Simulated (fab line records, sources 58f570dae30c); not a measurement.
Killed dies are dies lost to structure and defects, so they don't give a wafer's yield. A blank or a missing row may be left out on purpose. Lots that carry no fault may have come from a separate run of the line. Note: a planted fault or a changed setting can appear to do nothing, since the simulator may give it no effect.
Which of the tools did it?	flow berkeleyCmos170	15 lots with 45 wafers sampled at 4 steps, on a route of 331 steps

## WHAT THE GAUGES SHOWED, per wafer
UCB170_NVT_TW_MEAS_09. Usual: NVT_TW typically reads 523, with standard deviation 9.
lot	measured	on	NVT_TW	flag
L168	day 5 07:48	filmMetro-01	530 526 529	
L169	day 5 20:06	filmMetro-02	514 518 514	
L170	day 6 10:50	filmMetro-02	517 511 511	
L171	day 6 15:15	filmMetro-04	535 535 532	
L172	day 6 15:28	filmMetro-01	528 527 524	
L175	day 6 20:43	filmMetro-01	527 524 527	
L180	day 8 00:44	filmMetro-04	536 535 535	
L183	day 8 09:17	filmMetro-02	512 514 513	
L185	day 8 17:12	filmMetro-02	512 513 514	
L186	day 9 05:28	filmMetro-02	517 515 519	
L187	day 9 14:02	filmMetro-02	518 518 517	
L188	day 9 19:56	filmMetro-04	536 536 534	
L190	day 9 20:16	filmMetro-02	515 516 516	
L189	day 9 20:21	filmMetro-04	533 534 535	
L191	day 10 10:26	filmMetro-04	528 533 531	

UCB170_CONTACT_CD_MEAS_90: the cd target is 700 nm. Usual: cdNm 700.4 nm, standard deviation 1.6.
lot	measured	on	cdNm (nm)	flag
L168	day 6 19:38	cdSem-02	700.8 699.1 700.4	
L169	day 7 13:27	cdSem-01	703.1 700.4 700.9	
L170	day 7 19:45	cdSem-01	701.4 700.6 700.9	
L171	day 8 08:09	cdSem-02	- - -	OFF
L172	day 8 08:15	cdSem-01	- - -	OFF
L175	day 8 03:32	cdSem-02	- - -	OFF
L180	day 9 14:12	cdSem-01	699.4 700.6 701.0	
L183	day 10 02:19	cdSem-01	698.3 698.7 699.6	
L185	day 10 02:11	cdSem-02	699.9 701.1 701.7	
L186	day 10 20:05	cdSem-02	700.6 699.3 702.5	
L187	day 11 02:09	cdSem-02	698.6 700.3 700.4	
L188	day 11 05:34	cdSem-01	700.2 702.6 698.9	
L190	day 11 07:40	cdSem-01	700.2 698.8 699.8	
L189	day 11 08:13	cdSem-02	699.3 699.3 697.8	
L191	day 11 18:39	cdSem-02	701.5 699.6 698.8	

## TOOL THAT RAN EACH LOT (tool first, then ch and the chambers of the sampled wafers, then the start)
lot	UCB170_SDANNEAL_RTA_01	UCB170_CONTACT_ETCH_18
L168	rtpAnneal-01 ch 0, day 6 12:54	rieDiel-04 ch 0,2, day 6 19:00
L169	rtpAnneal-01 ch 0, day 7 06:43	rieDiel-03 ch 1,2, day 7 13:00
L170	rtpAnneal-02 ch 0, day 7 12:17	rieDiel-04 ch 0,1,3, day 7 19:00
L171	rtpAnneal-02 ch 0, day 7 22:43	rieDiel-02 ch 1,3, day 8 07:00
L172	rtpAnneal-02 ch 0, day 7 23:11	rieDiel-04 ch 1,2,3, day 8 07:00
L175	rtpAnneal-01 ch 0, day 7 22:16	rieDiel-03 ch 0,1,3, day 8 03:00
L180	rtpAnneal-01 ch 0, day 9 08:10	rieDiel-04 ch 0,1,3, day 9 13:00
L183	rtpAnneal-02 ch 0, day 9 19:31	rieDiel-04 ch 1,3, day 10 02:00
L185	rtpAnneal-01 ch 0, day 9 20:03	rieDiel-02 ch 0,1,3, day 10 01:00
L186	rtpAnneal-01 ch 0, day 10 12:39	rieDiel-04 ch 0,2, day 10 19:00
L187	rtpAnneal-02 ch 0, day 10 20:14	rieDiel-04 ch 2,3, day 11 01:00
L188	rtpAnneal-02 ch 0, day 11 00:33	rieDiel-02 ch 0,1,3, day 11 05:00
L190	rtpAnneal-01 ch 0, day 11 00:43	rieDiel-03 ch 0,1,2, day 11 07:00
L189	rtpAnneal-01 ch 0, day 11 00:56	rieDiel-04 ch 0,2,3, day 11 07:00
L191	rtpAnneal-02 ch 0, day 11 12:17	rieDiel-03 ch 0,1, day 11 18:00
- UCB170_SDANNEAL_RTA_01: time 5 s.
- UCB170_CONTACT_ETCH_18: etches PSG in CHF3/CF4/Ar, stops on TiSi2, target depth 840 nm, time 195 s.

## AS READ BY THE TOOLS THEMSELVES (means over the sampled wafers that have a number; for cases with no such wafer, the mark the record gives instead)
UCB170_SDANNEAL_RTA_01. Usual: lampPowerPct 39.6 %, standard deviation 2.1; wafer_temp_C_max 1054.8, standard deviation 1.
lot	tool	lampPowerPct (%)	wafer_temp_C_max	flag
L168	rtpAnneal-01	38.2	1054.3	
L169	rtpAnneal-01	38.3	1055.3	
L170	rtpAnneal-02	43.0	1054.8	
L171	rtpAnneal-02	43.0	1056.2	
L172	rtpAnneal-02	43.0	1055.0	
L175	rtpAnneal-01	38.3	1055.0	
L180	rtpAnneal-01	38.3	1055.2	
L183	rtpAnneal-02	43.0	1054.8	
L185	rtpAnneal-01	38.3	1054.3	
L186	rtpAnneal-01	38.3	1055.9	
L187	rtpAnneal-02	43.0	1055.2	
L188	rtpAnneal-02	43.0	1055.3	
L190	rtpAnneal-01	38.2	1055.5	
L189	rtpAnneal-01	38.3	1054.8	
L191	rtpAnneal-02	43.0	1054.1	

UCB170_CONTACT_ETCH_18. Usual: CHF3_flow_sccm 44.98 sccm, standard deviation 0.13; cf4FlowSccm 15.00 sccm, standard deviation 0.049; drypumpMotorCurrentA 5.6 A, standard deviation 0.39; oesProductAu 0.902 a.u., standard deviation 0.014; throttleValvePct 6.88 %, standard deviation 0.12.
lot	tool	CHF3_flow_sccm (sccm)	cf4FlowSccm (sccm)	drypumpMotorCurrentA (A)	oesProductAu (a.u.)	throttleValvePct (%)	flag
L168	rieDiel-04	44.94	14.99	6.0	0.908	6.86	
L169	rieDiel-03	45.00	15.04	5.5	0.906	6.76	
L170	rieDiel-04	44.96	14.96	5.5	0.914	6.98	
L171	rieDiel-02	-	-	-	-	-	OFF
L172	rieDiel-04	-	-	-	-	-	OFF
L175	rieDiel-03	-	-	-	-	-	OFF
L180	rieDiel-04	44.93	14.99	5.5	0.899	6.99	
L183	rieDiel-04	44.90	14.98	5.4	0.893	6.93	
L185	rieDiel-02	45.01	15.01	5.4	0.906	6.87	
L186	rieDiel-04	44.92	15.00	5.8	0.914	6.98	
L187	rieDiel-04	44.98	15.06	6.0	0.910	6.85	
L188	rieDiel-02	44.94	14.99	5.4	0.897	6.86	
L190	rieDiel-03	44.95	14.96	5.3	0.896	6.77	
L189	rieDiel-04	44.97	15.05	5.9	0.920	6.93	
L191	rieDiel-03	44.84	14.96	5.3	0.887	6.82	

## THE ANSWER, worked out from the rows above alone
Rule: a lot is off if the mean of its wafers that have a number lies more than 3 standard deviations from the usual mean. Also off: a lot with no number at a reading for which 4 or more lots have one. All remaining lots with rows at the step are treated as sound. Order of review: gauges by route order, followed by the tools' own readings, for which a lot's mean as printed above is used. At the first step where some lot is off, the reading lying furthest off is the one used; lots without a number count as furthest.
Off, at UCB170_CONTACT_CD_MEAS_90 on cdNm: L171, L172, L175. Without a number there: L171, L172, L175.
A tool fits if, at a process step before that reading, it ran every lot that is off, and no sound lot after the first of them. Not tried: the gauges at UCB170_CONTACT_CD_MEAS_90; whatever is off there is also off at UCB170_CONTACT_ETCH_18, on other tools, and gauge error can't account for it. None of those tried fits.

## WHAT THE SIMULATOR HAD PUT IN
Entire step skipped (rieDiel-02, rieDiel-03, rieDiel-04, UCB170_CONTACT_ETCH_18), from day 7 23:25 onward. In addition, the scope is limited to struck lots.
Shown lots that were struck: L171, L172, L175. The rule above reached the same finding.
